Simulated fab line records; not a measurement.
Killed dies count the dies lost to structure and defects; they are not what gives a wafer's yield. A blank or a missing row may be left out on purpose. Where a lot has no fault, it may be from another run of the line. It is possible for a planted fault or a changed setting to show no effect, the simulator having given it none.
Which tool was responsible? :: flow berkeley_cmos170 :: 14 lots with 42 wafers sampled at 5 steps, on a route of 331 steps

## WHAT EACH GAUGE READ, for each wafer
UCB170_PWELL_OVL_MEAS_13.
lot: L734
measured: day 3 03:22
on: overlay-01
PWELL_OVL (nm): -8 -6 -5

lot: L736
measured: day 3 21:54
on: overlay-01
PWELL_OVL (nm): 2 3 10

lot: L737
measured: day 3 22:05
on: overlay-01
PWELL_OVL (nm): -1 -4 -4

lot: L738
measured: day 4 07:30
on: overlay-02
PWELL_OVL (nm): -4 -6 2

lot: L739
measured: day 4 07:45
on: overlay-01
PWELL_OVL (nm): 7 8 11

lot: L741
measured: day 4 23:54
on: overlay-01
PWELL_OVL (nm): -1 -2 2

lot: L743
measured: day 5 07:59
on: overlay-02
PWELL_OVL (nm): 5 2 -1

lot: L744
measured: day 5 07:52
on: overlay-01
PWELL_OVL (nm): 6 5 6

lot: L745
measured: day 5 23:05
on: overlay-02
PWELL_OVL (nm): 2 -4 5

lot: L746
measured: day 5 23:22
on: overlay-01
PWELL_OVL (nm): 5 4 7

lot: L747
measured: day 6 07:03
on: overlay-01
PWELL_OVL (nm): 3 7 4

lot: L750
measured: day 6 15:24
on: overlay-02
PWELL_OVL (nm): -9 0 -6

lot: L749
measured: day 6 15:09
on: overlay-01
PWELL_OVL (nm): -1 -1 -10

lot: L751
measured: day 7 02:40
on: overlay-02
PWELL_OVL (nm): 4 6 -3

UCB170_WELLDRIVE_THK_MEAS_02.
lot: L734
measured: day 3 15:47
on: film_metro-04
WELLDRIVE_OXIDE_THK (nm): 201 201 200

lot: L736
measured: day 4 11:31
on: film_metro-04
WELLDRIVE_OXIDE_THK (nm): 197 197 194

lot: L737
measured: day 4 11:31
on: film_metro-02
WELLDRIVE_OXIDE_THK (nm): 198 194 194

lot: L738
measured: day 4 23:07
on: film_metro-01
WELLDRIVE_OXIDE_THK (nm): 193 195 194

lot: L739
measured: day 4 23:07
on: film_metro-04
WELLDRIVE_OXIDE_THK (nm): 190 195 194

lot: L741
measured: day 5 10:53
on: film_metro-01
WELLDRIVE_OXIDE_THK (nm): 198 193 197

lot: L743
measured: day 5 19:41
on: film_metro-02
WELLDRIVE_OXIDE_THK (nm): 196 196 198

lot: L744
measured: day 5 19:43
on: film_metro-01
WELLDRIVE_OXIDE_THK (nm): 193 195 194

lot: L745
measured: day 6 10:57
on: film_metro-02
WELLDRIVE_OXIDE_THK (nm): 204 202 206

lot: L746
measured: day 6 10:56
on: film_metro-01
WELLDRIVE_OXIDE_THK (nm): 208 208 208

lot: L747
measured: day 6 19:59
on: film_metro-04
WELLDRIVE_OXIDE_THK (nm): 195 196 194

lot: L750
measured: day 7 04:44
on: film_metro-04
WELLDRIVE_OXIDE_THK (nm): 151 154 152 151 154 152

lot: L749
measured: day 7 04:44
on: film_metro-01
WELLDRIVE_OXIDE_THK (nm): 144 143 141 144 144 141

lot: L751
measured: day 7 14:29
on: film_metro-04
WELLDRIVE_OXIDE_THK (nm): 199 197 198

UCB170_ACTIVE_CD_MEAS_90: target cd 1200 nm.
lot: L734
measured: day 4 09:58
on: cd_sem-01
cd_nm (nm): 1200.7 1199.5 1199.9

lot: L736
measured: day 5 10:57
on: cd_sem-01
cd_nm (nm): 1198.8 1197.8 1198.6

lot: L737
measured: day 5 10:41
on: cd_sem-02
cd_nm (nm): 1201.9 1202.2 1201.0

lot: L738
measured: day 5 16:53
on: cd_sem-01
cd_nm (nm): 1201.3 1201.7 1200.7

lot: L739
measured: day 5 17:07
on: cd_sem-02
cd_nm (nm): 1199.2 1199.9 1199.2

lot: L741
measured: day 6 08:42
on: cd_sem-01
cd_nm (nm): 1200.4 1200.3 1198.8

lot: L743
measured: day 6 16:59
on: cd_sem-01
cd_nm (nm): 1200.7 1200.6 1200.7

lot: L744
measured: day 6 17:10
on: cd_sem-01
cd_nm (nm): 1198.9 1199.7 1200.9

lot: L745
measured: day 7 10:44
on: cd_sem-01
cd_nm (nm): 1201.0 1201.9 1202.4

lot: L746
measured: day 7 10:36
on: cd_sem-02
cd_nm (nm): 1198.2 1198.7 1198.8

lot: L747
measured: day 7 19:46
on: cd_sem-02
cd_nm (nm): 1198.7 1199.3 1198.3

lot: L750
measured: day 8 00:52
on: cd_sem-01
cd_nm (nm): 1199.5 1199.8 1198.9

lot: L749
measured: day 8 00:17
on: cd_sem-01
cd_nm (nm): 1199.2 1198.8 1198.4

lot: L751
measured: day 8 15:42
on: cd_sem-02
cd_nm (nm): 1201.4 1200.4 1201.6

## WHICH TOOL RAN EACH LOT (tool, then ch and the chambers of the sampled wafers, then the start)
lot: L734
UCB170_NWELL_ETCH_13: rie_diel-02 ch 0,1,2, day 2 06:46
UCB170_WELLDRIVE_OXIDATION_01: furnace-01 ch 0, day 3 12:16

lot: L736
UCB170_NWELL_ETCH_13: rie_diel-02 ch 0,2,3, day 3 00:59
UCB170_WELLDRIVE_OXIDATION_01: furnace-04 ch 0, day 4 08:01

lot: L737
UCB170_NWELL_ETCH_13: rie_diel-01 ch 0,2,3, day 3 05:35
UCB170_WELLDRIVE_OXIDATION_01: furnace-04 ch 0, day 4 08:01

lot: L738
UCB170_NWELL_ETCH_13: rie_diel-01 ch 1,3, day 3 13:20
UCB170_WELLDRIVE_OXIDATION_01: furnace-01 ch 0, day 4 19:37

lot: L739
UCB170_NWELL_ETCH_13: rie_diel-02 ch 0,3, day 3 14:04
UCB170_WELLDRIVE_OXIDATION_01: furnace-01 ch 0, day 4 19:37

lot: L741
UCB170_NWELL_ETCH_13: rie_diel-03 ch 0,1,2, day 3 22:22
UCB170_WELLDRIVE_OXIDATION_01: furnace-04 ch 0, day 5 07:20

lot: L743
UCB170_NWELL_ETCH_13: rie_diel-01 ch 1,2, day 4 06:58
UCB170_WELLDRIVE_OXIDATION_01: furnace-04 ch 0, day 5 16:11

lot: L744
UCB170_NWELL_ETCH_13: rie_diel-03 ch 0,3, day 4 12:02
UCB170_WELLDRIVE_OXIDATION_01: furnace-04 ch 0, day 5 16:11

lot: L745
UCB170_NWELL_ETCH_13: rie_diel-03 ch 0,1,2, day 5 04:53
UCB170_WELLDRIVE_OXIDATION_01: furnace-01 ch 0, day 6 07:26

lot: L746
UCB170_NWELL_ETCH_13: rie_diel-01 ch 1,2, day 5 05:07
UCB170_WELLDRIVE_OXIDATION_01: furnace-01 ch 0, day 6 07:26

lot: L747
UCB170_NWELL_ETCH_13: rie_diel-03 ch 0,1,2, day 5 10:05
UCB170_WELLDRIVE_OXIDATION_01: furnace-04 ch 0, day 6 16:29

lot: L750
UCB170_NWELL_ETCH_13: rie_diel-03 ch 0,2,3, day 5 19:11
UCB170_WELLDRIVE_OXIDATION_01: furnace-01 ch 0, day 7 01:13

lot: L749
UCB170_NWELL_ETCH_13: rie_diel-02 ch 0,1,2, day 5 19:26
UCB170_WELLDRIVE_OXIDATION_01: furnace-01 ch 0, day 7 01:13

lot: L751
UCB170_NWELL_ETCH_13: rie_diel-03 ch 0,2,3, day 6 03:16
UCB170_WELLDRIVE_OXIDATION_01: furnace-02 ch 0, day 7 10:59
- UCB170_NWELL_ETCH_13: etches Si3N4 in CH3F/Ar/O2, stops on SiO2, target depth 246.4 nm, time 154 s.
- UCB170_WELLDRIVE_OXIDATION_01: target thk 199 nm, ox time 9000 s.

## WHAT THE TOOLS THEMSELVES READ (means of the sampled wafers that have a number; where no wafer has one, the mark that the record gives instead)
UCB170_NWELL_ETCH_13.
lot: L734
tool: rie_diel-02
drypump_motor_current_A (A): 5.72
mfc_ar_sccm (sccm): 50.03
oes_product_au (a.u.): 0.941
rf_fwd_power_W (W): 448.6
throttle_valve_pct (%): 7.99

lot: L736
tool: rie_diel-02
drypump_motor_current_A (A): 5.72
mfc_ar_sccm (sccm): 50.08
oes_product_au (a.u.): 0.947
rf_fwd_power_W (W): 448.0
throttle_valve_pct (%): 8.00

lot: L737
tool: rie_diel-01
drypump_motor_current_A (A): 5.69
mfc_ar_sccm (sccm): 49.91
oes_product_au (a.u.): 0.931
rf_fwd_power_W (W): 448.4
throttle_valve_pct (%): 8.10

lot: L738
tool: rie_diel-01
drypump_motor_current_A (A): 5.38
mfc_ar_sccm (sccm): 50.18
oes_product_au (a.u.): 0.928
rf_fwd_power_W (W): 448.6
throttle_valve_pct (%): 7.86

lot: L739
tool: rie_diel-02
drypump_motor_current_A (A): 5.72
mfc_ar_sccm (sccm): 49.97
oes_product_au (a.u.): 0.934
rf_fwd_power_W (W): 448.7
throttle_valve_pct (%): 8.01

lot: L741
tool: rie_diel-03
drypump_motor_current_A (A): 5.46
mfc_ar_sccm (sccm): 49.98
oes_product_au (a.u.): 0.940
rf_fwd_power_W (W): 449.0
throttle_valve_pct (%): 8.14

lot: L743
tool: rie_diel-01
drypump_motor_current_A (A): 5.75
mfc_ar_sccm (sccm): 49.91
oes_product_au (a.u.): 0.947
rf_fwd_power_W (W): 449.9
throttle_valve_pct (%): 8.03

lot: L744
tool: rie_diel-03
drypump_motor_current_A (A): 5.48
mfc_ar_sccm (sccm): 50.15
oes_product_au (a.u.): 0.954
rf_fwd_power_W (W): 445.6
throttle_valve_pct (%): 7.90

lot: L745
tool: rie_diel-03
drypump_motor_current_A (A): 5.47
mfc_ar_sccm (sccm): 50.00
oes_product_au (a.u.): 0.950
rf_fwd_power_W (W): 449.6
throttle_valve_pct (%): 8.15

lot: L746
tool: rie_diel-01
drypump_motor_current_A (A): 5.48
mfc_ar_sccm (sccm): 50.04
oes_product_au (a.u.): 0.946
rf_fwd_power_W (W): 448.9
throttle_valve_pct (%): 7.94

lot: L747
tool: rie_diel-03
drypump_motor_current_A (A): 5.46
mfc_ar_sccm (sccm): 49.97
oes_product_au (a.u.): 0.964
rf_fwd_power_W (W): 448.0
throttle_valve_pct (%): 8.15

lot: L750
tool: rie_diel-03
drypump_motor_current_A (A): 5.64
mfc_ar_sccm (sccm): 50.14
oes_product_au (a.u.): 0.955
rf_fwd_power_W (W): 447.2
throttle_valve_pct (%): 7.94

lot: L749
tool: rie_diel-02
drypump_motor_current_A (A): 5.72
mfc_ar_sccm (sccm): 49.99
oes_product_au (a.u.): 0.943
rf_fwd_power_W (W): 447.9
throttle_valve_pct (%): 8.00

lot: L751
tool: rie_diel-03
drypump_motor_current_A (A): 5.64
mfc_ar_sccm (sccm): 50.04
oes_product_au (a.u.): 0.961
rf_fwd_power_W (W): 447.7
throttle_valve_pct (%): 7.94

UCB170_WELLDRIVE_OXIDATION_01.
lot: L734
tool: furnace-01
spike_tc_centre_C (C): 1102.4
spike_tc_load_C (C): 1126.3
spike_tc_source_C (C): 1125.3
tube_center_temp_C (C): 1100
tube_center_temp_C_max: 1103.0

lot: L736
tool: furnace-04
spike_tc_centre_C (C): 1101.8
spike_tc_load_C (C): 1125.7
spike_tc_source_C (C): 1126.1
tube_center_temp_C (C): 1100
tube_center_temp_C_max: 1102.3

lot: L737
tool: furnace-04
spike_tc_centre_C (C): 1101.4
spike_tc_load_C (C): 1126.8
spike_tc_source_C (C): 1124.5
tube_center_temp_C (C): 1100
tube_center_temp_C_max: 1102.9

lot: L738
tool: furnace-01
spike_tc_centre_C (C): 1102.0
spike_tc_load_C (C): 1125.4
spike_tc_source_C (C): 1125.7
tube_center_temp_C (C): 1100
tube_center_temp_C_max: 1102.4

lot: L739
tool: furnace-01
spike_tc_centre_C (C): 1101.6
spike_tc_load_C (C): 1125.6
spike_tc_source_C (C): 1125.4
tube_center_temp_C (C): 1100
tube_center_temp_C_max: 1102.7

lot: L741
tool: furnace-04
spike_tc_centre_C (C): 1101.1
spike_tc_load_C (C): 1127.3
spike_tc_source_C (C): 1126.3
tube_center_temp_C (C): 1100
tube_center_temp_C_max: 1103.1

lot: L743
tool: furnace-04
spike_tc_centre_C (C): 1101.4
spike_tc_load_C (C): 1127.0
spike_tc_source_C (C): 1125.5
tube_center_temp_C (C): 1100
tube_center_temp_C_max: 1102.6

lot: L744
tool: furnace-04
spike_tc_centre_C (C): 1101.2
spike_tc_load_C (C): 1126.2
spike_tc_source_C (C): 1125.4
tube_center_temp_C (C): 1100
tube_center_temp_C_max: 1102.9

lot: L745
tool: furnace-01
spike_tc_centre_C (C): 1101.3
spike_tc_load_C (C): 1125.6
spike_tc_source_C (C): 1125.8
tube_center_temp_C (C): 1100
tube_center_temp_C_max: 1102.8

lot: L746
tool: furnace-01
spike_tc_centre_C (C): 1101.7
spike_tc_load_C (C): 1125.4
spike_tc_source_C (C): 1125.8
tube_center_temp_C (C): 1100
tube_center_temp_C_max: 1102.9

lot: L747
tool: furnace-04
spike_tc_centre_C (C): 1101.6
spike_tc_load_C (C): 1126.5
spike_tc_source_C (C): 1125.1
tube_center_temp_C (C): 1100
tube_center_temp_C_max: 1102.9

lot: L750
tool: furnace-01
spike_tc_centre_C (C): 1058.1
spike_tc_load_C (C): 1081.6
spike_tc_source_C (C): 1081.3
tube_center_temp_C (C): 1056
tube_center_temp_C_max: 1059.2

lot: L749
tool: furnace-01
spike_tc_centre_C (C): 1057.7
spike_tc_load_C (C): 1082.2
spike_tc_source_C (C): 1080.6
tube_center_temp_C (C): 1056
tube_center_temp_C_max: 1059.2

lot: L751
tool: furnace-02
spike_tc_centre_C (C): 1103.0
spike_tc_load_C (C): 1129.8
spike_tc_source_C (C): 1125.1
tube_center_temp_C (C): 1100
tube_center_temp_C_max: 1102.7

## THE ANSWER, worked out from the rows above alone
Rule: the usual values come from the lots themselves. Put in order of their means at a reading, lots are off if they are a third of the lots or fewer, leave a main group of 4 or more, and stand apart from it by a gap of 3 or more times the standard deviation of the main group's means; of several such gaps the widest counts. A main group whose means are all the same, to the digits that the tables above print for the reading, isn't used. A lot without any number at a reading at which 4 lots or more have one is off too. The other lots that the step has rows for count as sound. After the gauges, taken in route order, come the tools' own readings; for these a lot's mean is taken, as printed above. At the first step where some lot is off, the reading lying furthest off is the one used; lots without a number count as furthest.
Off: L750, L749, at UCB170_WELLDRIVE_THK_MEAS_02 (WELLDRIVE_OXIDE_THK). The main group: mean 198 nm, standard deviation 4.3.
A tool fits if, at a process step before that reading, it ran every lot that is off, and no sound lot after the first of them. Not tried: the gauges at UCB170_WELLDRIVE_THK_MEAS_02; whatever is off there is also off at UCB170_WELLDRIVE_OXIDATION_01, on other tools, and gauge error can't account for it. One fits: furnace-01 at UCB170_WELLDRIVE_OXIDATION_01. Its last sound lot is L745 (day 6 07:26), its first lot that is off L749 (day 7 01:13): a fault that began between those two fits.
The tool's own readings at UCB170_WELLDRIVE_OXIDATION_01 bear it out: on the lots that are off they differ by more than 5 times the standard deviation of the sound lots' means. spike_tc_centre_C reads 1057.9 C there against 1101.7 C on the sound lots; spike_tc_load_C reads 1081.9 C there against 1126.5 C on the sound lots; spike_tc_source_C reads 1080.9 C there against 1125.5 C on the sound lots; tube_center_temp_C reads 1056 C there against 1100 C on the sound lots; tube_center_temp_C_max reads 1059.2 there against 1102.8 on the sound lots.

## WHAT THE SIMULATOR HAD INSERTED
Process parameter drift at UCB170_WELLDRIVE_OXIDATION_01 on furnace-01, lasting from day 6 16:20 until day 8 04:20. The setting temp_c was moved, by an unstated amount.
Shown lots that were struck: L749, L750. This agrees with what the rule above found.
